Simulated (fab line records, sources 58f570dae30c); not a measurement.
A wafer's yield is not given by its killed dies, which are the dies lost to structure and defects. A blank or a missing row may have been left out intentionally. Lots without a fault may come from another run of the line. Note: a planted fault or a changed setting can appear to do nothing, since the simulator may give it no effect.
Which tool did it? ; flow berkeley_cmos170 ; 14 lots with 42 wafers sampled at 6 steps, on a route of 331 steps

== WHAT EACH GAUGE READ, for each wafer ==
UCB170_GATE_THK_MEAS_02. Usual: GATE_OXIDE_THK 6.57 nm, standard deviation 0.11.
lot;measured;on;GATE_OXIDE_THK (nm);flag
L592;day 6 18:05;film_metro-01;6.53 6.51 6.48;
L595;day 7 17:58;film_metro-02;6.61 6.71 6.62;
L596;day 7 17:59;film_metro-01;6.51 6.59 6.49;
L597;day 7 18:00;film_metro-04;6.65 6.68 6.62;
L598;day 8 07:41;film_metro-02;6.62 6.76 6.63;
L599;day 8 07:41;film_metro-01;6.60 6.53 6.71;
L600;day 8 13:21;film_metro-04;6.54 6.51 6.44;
L603;day 9 10:24;film_metro-02;6.48 6.43 6.58;
L602;day 9 10:25;film_metro-04;6.74 6.79 6.85;
L605;day 9 22:10;film_metro-02;6.60 6.46 6.42;
L608;day 10 16:05;film_metro-04;6.46 6.58 6.51;
L612;day 11 05:46;film_metro-04;6.85 6.78 6.83;
L614;day 11 14:09;film_metro-01;6.45 6.46 6.45;
L615;day 11 14:09;film_metro-04;6.53 6.49 6.56;

UCB170_GATE_CD_MEAS_12 targets a cd of 350 nm. Usual: cd_nm reads 349.8 nm (standard deviation 1.4).
lot;measured;on;cd_nm (nm);flag
L592;day 7 02:52;cd_sem-01;351.8 351.0 351.4;
L595;day 8 03:51;cd_sem-01;351.1 351.2 350.8;
L596;day 8 04:40;cd_sem-01;348.9 349.2 349.0;
L597;day 8 04:34;cd_sem-02;349.8 349.5 349.5;
L598;day 8 17:08;cd_sem-02;348.0 348.4 347.6;
L599;day 8 17:25;cd_sem-02;349.5 350.3 349.5;
L600;day 9 02:32;cd_sem-01;353.3 352.6 352.1;
L603;day 10 00:10;cd_sem-01;349.8 348.8 350.0;
L602;day 9 23:56;cd_sem-01;347.6 348.1 347.5;
L605;day 10 05:13;cd_sem-01;349.2 349.0 350.5;
L608;day 11 01:50;cd_sem-02;351.2 351.0 350.7;
L612;day 11 13:32;cd_sem-01;299.3 300.1 300.4;OFF
L614;day 11 22:19;cd_sem-01;302.0 303.7 302.2;OFF
L615;day 11 22:19;cd_sem-02;350.3 348.4 349.7;

UCB170_PLDD_CD_MEAS_06 targets a cd of 1200 nm. Usual: cd_nm reads 1199.7 nm (standard deviation 1.4).
lot;measured;on;cd_nm (nm);flag
L592;day 7 05:20;cd_sem-02;1198.7 1198.5 1198.8;
L595;day 8 06:11;cd_sem-01;1198.2 1197.4 1198.0;
L596;day 8 06:52;cd_sem-01;1199.3 1198.8 1199.6;
L597;day 8 06:28;cd_sem-02;1197.9 1198.8 1198.6;
L598;day 8 20:26;cd_sem-01;1199.5 1200.6 1198.9;
L599;day 8 20:40;cd_sem-02;1200.3 1199.9 1199.9;
L600;day 9 04:41;cd_sem-01;1198.9 1198.9 1199.3;
L603;day 10 01:53;cd_sem-02;1200.1 1198.4 1199.3;
L602;day 10 01:37;cd_sem-01;1200.7 1200.3 1200.4;
L605;day 10 07:07;cd_sem-02;1199.4 1200.1 1200.2;
L608;day 11 07:29;cd_sem-01;1199.6 1199.3 1201.3;
L612;day 11 15:26;cd_sem-02;1199.3 1201.0 1200.6;
L614;day 12 00:32;cd_sem-01;1200.6 1202.5 1202.0;
L615;day 12 00:20;cd_sem-02;1200.6 1200.9 1200.4;

== WHICH TOOL RAN EACH LOT (tool, then ch and the chambers of the sampled wafers, then the start) ==
lot;UCB170_GATE_COAT_07;UCB170_GATE_ETCH_14;UCB170_GATE_STRIP_16
L592;litho_track-04 ch 0, day 7 01:00;rie_diel-03 ch 1,2, day 7 03:01;plasma_asher-02 ch 0,1, day 7 03:06
L595;litho_track-04 ch 0, day 8 03:00;rie_diel-04 ch 0,1,3, day 8 04:00;plasma_asher-02 ch 0,1, day 8 04:05
L596;litho_track-03 ch 0, day 8 03:00;rie_diel-04 ch 0,1, day 8 04:48;plasma_asher-01 ch 0,1, day 8 04:53
L597;litho_track-02 ch 0, day 8 03:00;rie_diel-01 ch 0,2,3, day 8 04:44;plasma_asher-02 ch 0,1, day 8 04:49
L598;litho_track-03 ch 0, day 8 16:00;rie_diel-03 ch 0,2,3, day 8 17:18;plasma_asher-01 ch 0,1, day 8 17:23
L599;litho_track-04 ch 0, day 8 16:00;rie_diel-04 ch 0,1,3, day 8 17:35;plasma_asher-03 ch 0,1, day 8 17:40
L600;litho_track-03 ch 0, day 9 01:00;rie_diel-03 ch 0,1,2, day 9 02:41;plasma_asher-02 ch 0,1, day 9 02:46
L603;litho_track-04 ch 0, day 9 23:00;rie_diel-04 ch 0,2,3, day 10 00:19;plasma_asher-01 ch 0,1, day 10 00:24
L602;litho_track-03 ch 0, day 9 23:00;rie_diel-01 ch 1,2,3, day 10 00:04;plasma_asher-03 ch 0,1, day 10 00:10
L605;litho_track-03 ch 0, day 10 04:00;rie_diel-03 ch 0,3, day 10 05:21;plasma_asher-03 ch 0,1, day 10 05:28
L608;litho_track-03 ch 0, day 11 01:00;rie_diel-04 ch 0,1,3, day 11 01:59;plasma_asher-02 ch 1, day 11 02:05
L612;litho_track-04 ch 0, day 11 12:00;rie_diel-04 ch 0,2,3, day 11 13:41;plasma_asher-02 ch 0,1, day 11 13:47
L614;litho_track-04 ch 0, day 11 21:00;rie_diel-04 ch 0,1,2, day 11 22:29;plasma_asher-02 ch 0,1, day 11 22:37
L615;litho_track-02 ch 0, day 11 21:00;rie_diel-03 ch 1,2,3, day 11 22:28;plasma_asher-03 ch 0,1, day 11 22:35
- UCB170_GATE_COAT_07: resist thk 900 nm.
- UCB170_GATE_ETCH_14: etches BARC in N2/H2.
- UCB170_GATE_STRIP_16: strips in O2.

== WHAT THE TOOLS THEMSELVES READ (means of the sampled wafers that have a number; where no wafer has one, the mark that the record gives instead) ==
UCB170_GATE_ETCH_14. Usual: chamber_pressure_mTorr 29.998 mTorr, standard deviation 0.027; drypump_motor_current_A 5.4 A, standard deviation 0.38; h2_flow_sccm 200.0 sccm, standard deviation 0.64; oes_product_au 0.996 a.u., standard deviation 0.018; throttle_valve_pct 13.34 %, standard deviation 0.2.
lot;tool;chamber_pressure_mTorr (mTorr);drypump_motor_current_A (A);h2_flow_sccm (sccm);oes_product_au (a.u.);throttle_valve_pct (%);flag
L592;rie_diel-03;29.974;5.3;200.4;0.992;12.97;
L595;rie_diel-04;29.994;5.4;200.6;0.999;13.37;
L596;rie_diel-04;30.002;5.3;199.7;0.996;13.42;
L597;rie_diel-01;29.985;5.1;199.9;1.010;13.42;
L598;rie_diel-03;30.002;5.5;200.2;0.999;13.15;
L599;rie_diel-04;30.002;5.4;200.6;1.003;13.35;
L600;rie_diel-03;30.000;5.4;199.8;0.986;13.14;
L603;rie_diel-04;29.997;5.2;199.6;0.982;13.40;
L602;rie_diel-01;30.005;5.2;199.6;1.014;13.51;
L605;rie_diel-03;30.013;5.6;199.9;1.008;13.32;
L608;rie_diel-04;29.979;5.4;199.9;0.998;13.36;
L612;rie_diel-04;30.018;5.2;199.9;0.990;13.40;
L614;rie_diel-04;30.020;5.2;200.4;0.991;13.43;
L615;rie_diel-03;29.991;5.7;200.0;0.989;13.08;

UCB170_GATE_STRIP_16. Usual: chamber_pressure_mTorr 3500 mTorr, standard deviation 3.5; drypump_motor_current_A 5.6 A, standard deviation 0.3; o2_flow_sccm 400.0 sccm, standard deviation 1.1; oes_product_au 0.724 a.u., standard deviation 0.0047.
lot;tool;chamber_pressure_mTorr (mTorr);drypump_motor_current_A (A);o2_flow_sccm (sccm);oes_product_au (a.u.);flag
L592;plasma_asher-02;3499;5.4;400.1;0.718;
L595;plasma_asher-02;3498;5.5;400.3;0.725;
L596;plasma_asher-01;3501;5.3;401.0;0.722;
L597;plasma_asher-02;3500;5.5;399.0;0.724;
L598;plasma_asher-01;3503;5.5;400.1;0.726;
L599;plasma_asher-03;3503;5.9;399.9;0.721;
L600;plasma_asher-02;3497;5.5;400.1;0.720;
L603;plasma_asher-01;3501;5.5;399.9;0.729;
L602;plasma_asher-03;3498;5.9;400.3;0.723;
L605;plasma_asher-03;3502;5.9;399.8;0.721;
L608;plasma_asher-02;3498;5.4;399.9;0.727;
L612;plasma_asher-02;3501;5.5;400.6;0.470;OFF
L614;plasma_asher-02;3500;5.4;400.1;0.477;OFF
L615;plasma_asher-03;3498;5.6;400.2;0.721;

== THE ANSWER, worked out from the rows above alone ==
Rule: take the mean of a lot's wafers that have a number; if it is more than 3 standard deviations from the usual mean, the lot is off. Also off: a lot with no number at a reading for which 4 or more lots have one. Any other lot the step has rows for is counted as sound. First the gauges in route order, then the tools' own readings, where a lot's mean is used as printed above. At the first step where some lot is off, the reading lying furthest off is the one used; lots without a number count as furthest.
Off: L612, L614 (UCB170_GATE_CD_MEAS_12, cd_nm).
If a tool, at a process step before that reading, ran all the lots that are off and no sound lot after the first of them, it fits. Not tried: the gauges at UCB170_GATE_CD_MEAS_12; whatever is off there is also off at UCB170_GATE_STRIP_16, on other tools, and gauge error can't account for it. One fits: UCB170_GATE_COAT_07 on litho_track-04. Its last sound lot is L603 (day 9 23:00), its first lot that is off L612 (day 11 12:00): a fault that began between those two fits.

== WHAT THE SIMULATOR PUT IN ==
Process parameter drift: litho_track-04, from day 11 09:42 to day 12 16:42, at UCB170_GATE_COAT_07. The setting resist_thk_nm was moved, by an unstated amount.
Lots struck among those shown: L612, L614. The rule above found the same.
